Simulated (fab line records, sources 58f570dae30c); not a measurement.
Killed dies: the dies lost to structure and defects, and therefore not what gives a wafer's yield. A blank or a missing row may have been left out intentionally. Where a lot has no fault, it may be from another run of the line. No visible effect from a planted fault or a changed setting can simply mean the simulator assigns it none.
Which tool was responsible?	flow berkeleyCmos170	Sampling: 14 lots, 42 wafers, 4 of 331 route steps

## WHAT THE GAUGES READ, wafer by wafer
UCB170_GATE_THK_MEAS_05. Usual: GATE_POLY_THK typically reads 213.7 nm, with standard deviation 2.1.
lot	measured	on	GATE_POLY_THK (nm)	flag
L765	day 6 07:50	filmMetro-02	212.5 212.2 211.3	
L766	day 6 07:50	filmMetro-03	212.5 211.5 213.6	
L768	day 7 06:05	filmMetro-02	211.1 211.2 209.4	
L771	day 7 23:46	filmMetro-02	215.5 214.0 214.6	
L772	day 7 23:46	filmMetro-03	209.7 212.7 210.4	
L773	day 8 03:35	filmMetro-03	214.0 214.0 213.6	
L774	day 8 03:34	filmMetro-02	208.5 210.2 209.4	
L775	day 8 03:34	filmMetro-04	211.9 212.0 211.5	
L776	day 8 17:54	filmMetro-02	214.0 215.3 214.4	
L777	day 8 17:55	filmMetro-04	212.1 212.0 211.7	
L779	day 9 01:38	filmMetro-02	214.8 216.0 215.8	
L780	day 9 11:33	filmMetro-02	213.8 214.0 212.9	
L781	day 9 11:35	filmMetro-04	213.7 214.7 216.3	
L782	day 9 16:23	filmMetro-04	215.4 214.9 214.4	

UCB170_SPACER_THK_MEAS_01. Usual: SPACER_TEOS_THK typically reads 376 nm, with standard deviation 4.7.
lot	measured	on	SPACER_TEOS_THK (nm)	flag
L765	day 6 15:22	filmMetro-02	378 375 378	
L766	day 6 15:22	filmMetro-03	370 377 375	
L768	day 7 13:10	filmMetro-01	371 372 374	
L771	day 8 06:26	filmMetro-01	375 371 383	
L772	day 8 05:44	filmMetro-02	377 379 388	
L773	day 8 10:02	filmMetro-02	371 370 375	
L774	day 8 09:28	filmMetro-01	374 377 384	
L775	day 8 09:01	filmMetro-02	369 363 375	
L776	day 9 00:36	filmMetro-02	376 372 386	
L777	day 9 00:53	filmMetro-01	369 376 369	
L779	day 9 06:52	filmMetro-02	370 375 375	
L780	day 9 19:31	filmMetro-01	367 371 382	
L781	day 9 20:30	filmMetro-03	379 376 383	
L782	day 10 02:49	filmMetro-02	371 379 380	

UCB170_V2_CD_MEAS_90 targets a cd of 700 nm. Usual: cdNm at 700.1 nm, with a standard deviation of 1.8.
lot	measured	on	cdNm (nm)	flag
L765	day 7 23:47	cdSem-01	699.8 698.9 698.1	
L766	day 7 23:38	cdSem-01	700.3 701.0 700.7	
L768	day 8 17:59	cdSem-01	700.3 700.1 699.8	
L771	day 9 19:23	cdSem-01	699.3 701.2 700.1	
L772	day 9 20:23	cdSem-02	697.9 698.3 697.2	
L773	day 9 20:40	cdSem-01	700.8 699.3 698.4	
L774	day 9 20:23	cdSem-01	702.2 698.7 701.7	
L775	day 9 20:56	cdSem-01	698.9 697.8 697.0	
L776	day 10 17:41	cdSem-01	701.5 701.4 702.1	
L777	day 10 14:53	cdSem-01	700.8 702.0 701.3	
L779	day 10 14:59	cdSem-02	698.1 699.3 698.5	
L780	day 11 02:05	cdSem-01	696.9 698.0 698.4	
L781	day 11 06:21	cdSem-02	699.5 699.1 698.4	
L782	day 11 06:39	cdSem-01	698.5 700.2 699.1	

## TOOL THAT RAN EACH LOT (tool first, then ch and the chambers of the sampled wafers, then the start)
lot	UCB170_SACOX_OXIDATION_01
L765	furnace-02 ch 0, day 5 02:10
L766	furnace-04 ch 0, day 5 07:13
L768	furnace-04 ch 0, day 5 21:40
L771	furnace-03 ch 0, day 6 17:22
L772	furnace-03 ch 0, day 6 21:52
L773	furnace-04 ch 0, day 7 07:18
L774	furnace-04 ch 0, day 7 07:18
L775	furnace-04 ch 0, day 7 07:18
L776	furnace-04 ch 0, day 7 18:30
L777	furnace-04 ch 0, day 7 18:30
L779	furnace-04 ch 0, day 8 03:31
L780	furnace-04 ch 0, day 8 13:12
L781	furnace-04 ch 0, day 8 13:12
L782	furnace-02 ch 0, day 8 19:12
- UCB170_SACOX_OXIDATION_01: target thk 14.4 nm, ox time 2400 s.

## AS READ BY THE TOOLS THEMSELVES (means over the sampled wafers that have a number; for cases with no such wafer, the mark the record gives instead)
UCB170_SACOX_OXIDATION_01. Usual: spikeTcCentreC 902.0 C, standard deviation 1; spikeTcLoadC 923.6 C, standard deviation 1.5; spikeTcSourceC 924.6 C, standard deviation 2.6; tubeCenterTempC 900.01 C, standard deviation 0.085; tube_center_temp_C_max 902.4, standard deviation 0.4; zonePowerCentrePct 44 %, standard deviation 3.4; zonePowerSourcePct 27.0 %, standard deviation 0.97.
lot	tool	spikeTcCentreC (C)	spikeTcLoadC (C)	spikeTcSourceC (C)	tubeCenterTempC (C)	tube_center_temp_C_max	zonePowerCentrePct (%)	zonePowerSourcePct (%)	flag
L765	furnace-02	901.9	924.3	923.0	899.93	902.0	45	24.7	
L766	furnace-04	902.9	924.1	927.1	899.96	902.2	47	27.5	
L768	furnace-04	901.8	924.2	927.6	900.04	902.9	47	27.3	
L771	furnace-03	902.5	921.7	920.4	900.07	902.6	39	27.4	
L772	furnace-03	901.8	921.8	922.5	899.97	902.7	40	27.4	
L773	furnace-04	901.6	923.7	926.2	900.02	902.1	47	27.5	
L774	furnace-04	902.6	923.8	927.5	899.95	902.9	47	27.4	
L775	furnace-04	901.1	925.6	927.0	900.01	902.0	47	27.2	
L776	furnace-04	901.5	925.4	926.3	900.00	902.3	47	27.7	
L777	furnace-04	902.0	925.3	926.6	900.00	902.4	47	27.2	
L779	furnace-04	901.9	924.4	927.5	900.03	902.8	47	27.3	
L780	furnace-04	907.7	930.4	933.5	906.34	908.8	47	28.2	OFF
L781	furnace-04	907.8	931.4	933.6	906.35	908.5	47	27.7	OFF
L782	furnace-02	902.1	924.2	923.1	900.05	902.6	46	24.9	

## THE ANSWER, worked out from the rows above alone
Rule: a lot counts as off when the mean over its wafers that have a number is more than 3 standard deviations away from the usual mean. A lot without any number at a reading at which 4 lots or more have one is off too. Any other lot the step has rows for is counted as sound. Order of review: gauges by route order, followed by the tools' own readings, for which a lot's mean as printed above is used. The first step at which some lot is off is used, and at that step the reading that is off furthest; a lot without a number counts as furthest.
Off at UCB170_SACOX_OXIDATION_01 (tubeCenterTempC): L780, L781.
A tool fits if, at that step or a process step before it, it ran every lot that is off, and no sound lot after the first of them. One candidate fits, namely furnace-04 at UCB170_SACOX_OXIDATION_01. Its last sound lot is L779 (day 8 03:31), its first lot that is off L780 (day 8 13:12): a fault that began between those two fits.
The tool's own readings at UCB170_SACOX_OXIDATION_01 bear it out: on the lots that are off they differ by more than 5 times the standard deviation of the sound lots' means. spikeTcCentreC reads 907.8 C there against 902.0 C on the sound lots; spikeTcLoadC reads 930.9 C there against 924.0 C on the sound lots; tubeCenterTempC reads 906.35 C there against 900.00 C on the sound lots; tube_center_temp_C_max reads 908.6 there against 902.5 on the sound lots.

## WHAT THE SIMULATOR HAD PUT IN
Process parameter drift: furnace-04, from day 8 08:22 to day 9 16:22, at UCB170_SACOX_OXIDATION_01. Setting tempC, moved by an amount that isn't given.
Shown lots that were struck: L780, L781. This agrees with what the rule above found.
